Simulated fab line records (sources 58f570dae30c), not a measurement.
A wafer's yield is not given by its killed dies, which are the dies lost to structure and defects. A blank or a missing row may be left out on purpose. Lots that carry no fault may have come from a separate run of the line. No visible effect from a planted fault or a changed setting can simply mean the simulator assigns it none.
Split-lot experiment -- flow berkeley_cmos170 -- 5 lots, 23 wafers read, on a route of 331 steps

ABOUT THE SPLIT
At UCB170_NLDD_COAT_01 (resist thk 900 nm), the setting spin_rpm was moved away from the recipe's 1500 rpm on 5 of the 23 wafers read, by +4.5% to +5.5%. All remaining wafers had this setting at the recipe value.

Reading taken at the split's own step.

THE READING
KrF_of_NLDD_COAT_01.thk_nm (the simulator's own value, which no gauge read), in nm, at UCB170_NLDD_COAT_01 (resist thk 900 nm). The file gives no usual value for it. Here, 18 wafers ran the recipe; their average is 900.1 nm with a standard deviation of 1.9 nm.

wafer,"tool, chamber at the split","spin_rpm as run, rpm",against the recipe,"KrF_of_NLDD_COAT_01.thk_nm, nm",against lot-mates on the recipe
L074.1,"litho_track-02, 0",1500,recipe,902.7,-
L074.3,"litho_track-02, 0",1500,recipe,901.4,-
L074.4,"litho_track-02, 0",1500,recipe,902.8,-
L074.5,"litho_track-02, 0",1500,recipe,900.8,-
L074.6,"litho_track-02, 0",1500,recipe,901.7,-
L075.1,"litho_track-04, 0",1500,recipe,898.2,-
L075.2,"litho_track-04, 0",1500,recipe,900.9,-
L075.4,"litho_track-04, 0",1500,recipe,896.9,-
L079.1,"litho_track-02, 0",1568,+4.5%,880,-18.2
L079.2,"litho_track-02, 0",1500,recipe,896.2,-
L079.4,"litho_track-02, 0",1568,+4.5%,879,-19.2
L079.5,"litho_track-02, 0",1500,recipe,901,-
L079.6,"litho_track-02, 0",1500,recipe,897.3,-
L081.1,"litho_track-04, 0",1583,+5.5%,877.2,-22.0
L081.2,"litho_track-04, 0",1500,recipe,899.8,-
L081.3,"litho_track-04, 0",1583,+5.5%,878.1,-21.1
L081.4,"litho_track-04, 0",1500,recipe,898.6,-
L081.6,"litho_track-04, 0",1583,+5.5%,873.4,-25.8
L084.1,"litho_track-02, 0",1500,recipe,901.1,-
L084.2,"litho_track-02, 0",1500,recipe,901.1,-
L084.3,"litho_track-02, 0",1500,recipe,901.9,-
L084.4,"litho_track-02, 0",1500,recipe,900.7,-
L084.5,"litho_track-02, 0",1500,recipe,898.4,-

FIT RESULTS
A straight line over all 23 wafers: KrF_of_NLDD_COAT_01.thk_nm changes by -4.38 nm for each +1% of spin_rpm; r = -0.98; the points scatter about the line by 2 nm.
The same after taking each lot's own level away (the mean of its wafers on the recipe; 23 wafers): -4.14 nm for each +1%; r = -0.99; scatter 1.5 nm.
According to that fit, moving spin_rpm by its largest amount changes the reading by 23 nm.
Measured against the standard deviation above, the lots' own levels, which go from 898.17 to 901.88 nm, span 1.9 times it.
Hence the lot-to-lot level has little effect on the slope; both slopes agree.
Check: with one of the wafers moved furthest among these (+5.5%) left out of the fit, the line predicts -23.2 nm for it against its lot-mates. It came out at -22 nm against them.

ADDITIONAL SPLITS CARRIED BY THESE WAFERS
Before the reading, these wafers also passed through other splits. Each is held against what the fit with the lots' levels taken away leaves over:
other split on the same wafers,wafers away from the commonest value,r with KrF_of_NLDD_COAT_01.thk_nm (lot level and that fit taken away)
UCB170_START_OXIDATION_02 ox_time_s,18,-0.01
UCB170_PWELL_CVD_05 temp_c,15,-0.02
UCB170_ACTIVE_EXPOSE_10 dose_mj,10,-0.08
UCB170_ACTIVE_DEVELOP_12 develop_time_s,11,-0.01
UCB170_FIELD_OXIDATION_01 ox_time_s,18,+0.00
UCB170_FIELD_WET_ETCH_06 time_s,18,+0.01
UCB170_PVT_IMPLANT_07 dose_cm2,5,-0.28
UCB170_GATE_COAT_07 spin_rpm,6,+0.15

THE WHOLE CHAIN: every reading that the file lists as answering this split, in the file's order
step,what it does,reading,change (the file's fit),r (the file's)
UCB170_NLDD_COAT_01,resist thk 900 nm,"KrF_of_NLDD_COAT_01.thk_nm (the simulator's own value, which no gauge read)",-4.14 nm for each +1% of the setting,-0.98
UCB170_NLDD_STRIP_10,strips in O2,strip_time_to_endpoint_s,withheld for each +1% of the setting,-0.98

FILE'S OWN FIT
KrF_of_NLDD_COAT_01.thk_nm changes by -4.14 nm for each +1% of spin_rpm, r = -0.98.
